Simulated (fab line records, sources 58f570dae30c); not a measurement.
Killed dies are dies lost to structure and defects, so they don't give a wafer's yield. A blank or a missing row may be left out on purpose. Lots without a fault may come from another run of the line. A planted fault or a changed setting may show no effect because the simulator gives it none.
Which tool did it? | flow berkeley_cmos170 | 14 lots, 42 wafers sampled, at 4 steps of a route of 331

WHAT THE GAUGES READ, wafer by wafer
UCB170_PLDD_CD_MEAS_06: target cd 1200 nm. Usual: cd_nm 1200.2 nm, standard deviation 1.3.
lot  | measured     | on        | cd_nm (nm)           | flag
L101 | day 6 16:24  | cd_sem-02 | 1201.3 1200.8 1202.1 |
L100 | day 6 16:51  | cd_sem-02 | 1200.4 1200.9 1201.2 |
L102 | day 6 16:07  | cd_sem-01 | 1199.6 1200.2 1200.5 |
L105 | day 7 05:16  | cd_sem-02 | 1198.6 1201.2 1199.5 |
L104 | day 7 05:26  | cd_sem-01 | 1199.9 1200.4 1201.3 |
L106 | day 7 23:23  | cd_sem-02 | 1201.1 1199.5 1199.2 |
L107 | day 7 23:07  | cd_sem-02 | 1199.7 1199.9 1198.4 |
L110 | day 8 16:17  | cd_sem-01 | 1197.6 1198.8 1198.9 |
L112 | day 8 22:02  | cd_sem-02 | 1199.7 1200.5 1199.7 |
L113 | day 9 03:47  | cd_sem-01 | 1200.8 1199.7 1201.6 |
L118 | day 10 06:00 | cd_sem-01 | 1201.8 1200.1 1202.4 |
L121 | day 10 18:09 | cd_sem-01 | 1200.5 1199.2 1199.8 |
L122 | day 11 05:40 | cd_sem-01 | 1200.6 1200.0 1199.7 |
L123 | day 11 06:11 | cd_sem-01 | 1197.5 1199.8 1198.6 |

UCB170_NLDD_OVL_MEAS_07. Usual: NLDD_OVL 2 nm, standard deviation 5.9.
lot  | measured     | on         | NLDD_OVL (nm) | flag
L101 | day 6 21:25  | overlay-02 | 8 3 5         |
L100 | day 6 21:54  | overlay-01 | -4 -13 -8     |
L102 | day 6 21:10  | overlay-02 | -7 3 7        |
L105 | day 7 07:49  | overlay-01 | 4 -3 6        |
L104 | day 7 08:20  | overlay-02 | 2 4 8         |
L106 | day 8 01:29  | overlay-02 | -12 0 -7      |
L107 | day 8 01:00  | overlay-01 | 6 0 6         |
L110 | day 8 18:02  | overlay-02 | -1 3 4        |
L112 | day 8 23:56  | overlay-01 | -10 -4 -1     |
L113 | day 9 05:41  | overlay-01 | 1 9 1         |
L118 | day 10 08:31 | overlay-02 | -2 -9 3       |
L121 | day 10 20:07 | overlay-02 | -3 4 -2       |
L122 | day 11 08:54 | overlay-02 | 10 6 16       |
L123 | day 11 09:12 | overlay-01 | 9 2 5         |

WHICH TOOL RAN EACH LOT (tool, then ch and the chambers of the sampled wafers, then the start)
lot  | UCB170_PFIELD_STRIP_08              | UCB170_PLDD_IMPLANT_09
L101 | plasma_asher-04 ch 0,1, day 4 17:19 | implanter-03 ch 0, day 6 16:43
L100 | plasma_asher-01 ch 0,1, day 4 17:26 | implanter-03 ch 0, day 6 17:10
L102 | plasma_asher-03 ch 0, day 4 17:40   | implanter-04 ch 0, day 6 16:25
L105 | plasma_asher-04 ch 0,1, day 5 06:40 | implanter-04 ch 0, day 7 05:35
L104 | plasma_asher-04 ch 0,1, day 5 06:57 | implanter-03 ch 0, day 7 05:44
L106 | plasma_asher-04 ch 0,1, day 5 20:59 | implanter-02 ch 0, day 7 23:42
L107 | plasma_asher-01 ch 0,1, day 5 21:22 | implanter-03 ch 0, day 7 23:25
L110 | plasma_asher-03 ch 1, day 6 14:42   | implanter-03 ch 0, day 8 16:35
L112 | plasma_asher-01 ch 0,1, day 6 23:20 | implanter-03 ch 0, day 8 22:20
L113 | plasma_asher-03 ch 0,1, day 7 08:18 | implanter-02 ch 0, day 9 04:05
L118 | plasma_asher-04 ch 0,1, day 8 01:50 | implanter-04 ch 0, day 10 06:18
L121 | plasma_asher-01 ch 0,1, day 8 23:01 | implanter-02 ch 0, day 10 18:28
L122 | plasma_asher-03 ch 0,1, day 9 07:32 | implanter-02 ch 0, day 11 05:58
L123 | plasma_asher-04 ch 0,1, day 9 07:59 | implanter-02 ch 0, day 11 06:29
- UCB170_PFIELD_STRIP_08: strips in O2.
- UCB170_PLDD_IMPLANT_09

WHAT THE TOOLS THEMSELVES READ (means of the sampled wafers that have a number; where no wafer has one, the mark that the record gives instead)
UCB170_PFIELD_STRIP_08. Usual: drypump_motor_current_A 5.8 A, standard deviation 0.52; oes_product_au 0.734 a.u., standard deviation 0.0049; strip_time_to_endpoint_s 21.61 s, standard deviation 0.06.
lot  | tool            | drypump_motor_current_A (A) | oes_product_au (a.u.) | strip_time_to_endpoint_s (s) | flag
L101 | plasma_asher-04 | 5.8                         | 0.735                 | 21.70                        |
L100 | plasma_asher-01 | 6.1                         | 0.738                 | 21.66                        |
L102 | plasma_asher-03 | 5.6                         | 0.733                 | 21.66                        |
L105 | plasma_asher-04 | 5.8                         | 0.733                 | 21.62                        |
L104 | plasma_asher-04 | 5.8                         | 0.732                 | 21.67                        |
L106 | plasma_asher-04 | 5.8                         | 0.744                 | 21.54                        |
L107 | plasma_asher-01 | 6.3                         | 0.733                 | 21.67                        |
L110 | plasma_asher-03 | 5.7                         | 0.733                 | 21.57                        |
L112 | plasma_asher-01 | 6.4                         | 0.734                 | 21.51                        |
L113 | plasma_asher-03 | 5.6                         | 0.733                 | 21.60                        |
L118 | plasma_asher-04 | 5.8                         | 0.738                 | 21.61                        |
L121 | plasma_asher-01 | 6.1                         | 0.735                 | 21.57                        |
L122 | plasma_asher-03 | 5.7                         | 0.737                 | 21.65                        |
L123 | plasma_asher-04 | 5.8                         | 0.732                 | 21.55                        |

UCB170_PLDD_IMPLANT_09. Usual: end_station_pressure_torr 5.13e-06 Torr, standard deviation 2.6e-07; tilt_deg 7.000 degrees, standard deviation 0.02.
lot  | tool         | end_station_pressure_torr (Torr) | tilt_deg (degrees) | flag
L101 | implanter-03 | 5.33e-06                         | 6.979              |
L100 | implanter-03 | 5.32e-06                         | 6.988              |
L102 | implanter-04 | 5.37e-06                         | 7.034              |
L105 | implanter-04 | 4.90e-06                         | 7.004              |
L104 | implanter-03 | 4.95e-06                         | 7.013              |
L106 | implanter-02 | 5.16e-06                         | 7.012              |
L107 | implanter-03 | 5.39e-06                         | 7.002              |
L110 | implanter-03 | 4.89e-06                         | 6.337              | OFF
L112 | implanter-03 | 4.98e-06                         | 6.332              | OFF
L113 | implanter-02 | 5.33e-06                         | 7.002              |
L118 | implanter-04 | 5.14e-06                         | 6.998              |
L121 | implanter-02 | 5.14e-06                         | 6.985              |
L122 | implanter-02 | 4.93e-06                         | 7.002              |
L123 | implanter-02 | 5.24e-06                         | 7.017              |

THE ANSWER, worked out from the rows above alone
Rule: a lot is off if the mean of its wafers that have a number lies more than 3 standard deviations from the usual mean. A lot without any number at a reading at which 4 lots or more have one is off too. The other lots that the step has rows for count as sound. The gauges are gone through in route order, then the tools' own readings, and for those a lot's mean is taken as printed above. The first step at which some lot is off is used, and at that step the reading that is off furthest; a lot without a number counts as furthest.
Off: L110, L112, at UCB170_PLDD_IMPLANT_09 (tilt_deg).
A tool fits if, at that step or a process step before it, it ran every lot that is off, and no sound lot after the first of them. One fits: implanter-03 at UCB170_PLDD_IMPLANT_09. Its last sound lot is L107 (day 7 23:25), its first lot that is off L110 (day 8 16:35): a fault that began between those two fits.
The tool's own readings at UCB170_PLDD_IMPLANT_09 bear it out: on the lots that are off they differ by more than 5 times the standard deviation of the sound lots' means. tilt_deg reads 6.335 degrees there against 7.003 degrees on the sound lots.

WHAT THE SIMULATOR HAD PUT IN
Process parameter drift: implanter-03, from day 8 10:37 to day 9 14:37, at UCB170_PLDD_IMPLANT_09. Setting tilt_deg, moved by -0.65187, from 7. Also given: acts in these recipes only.
Lots struck among those shown: L110, L112. The rule above found the same.
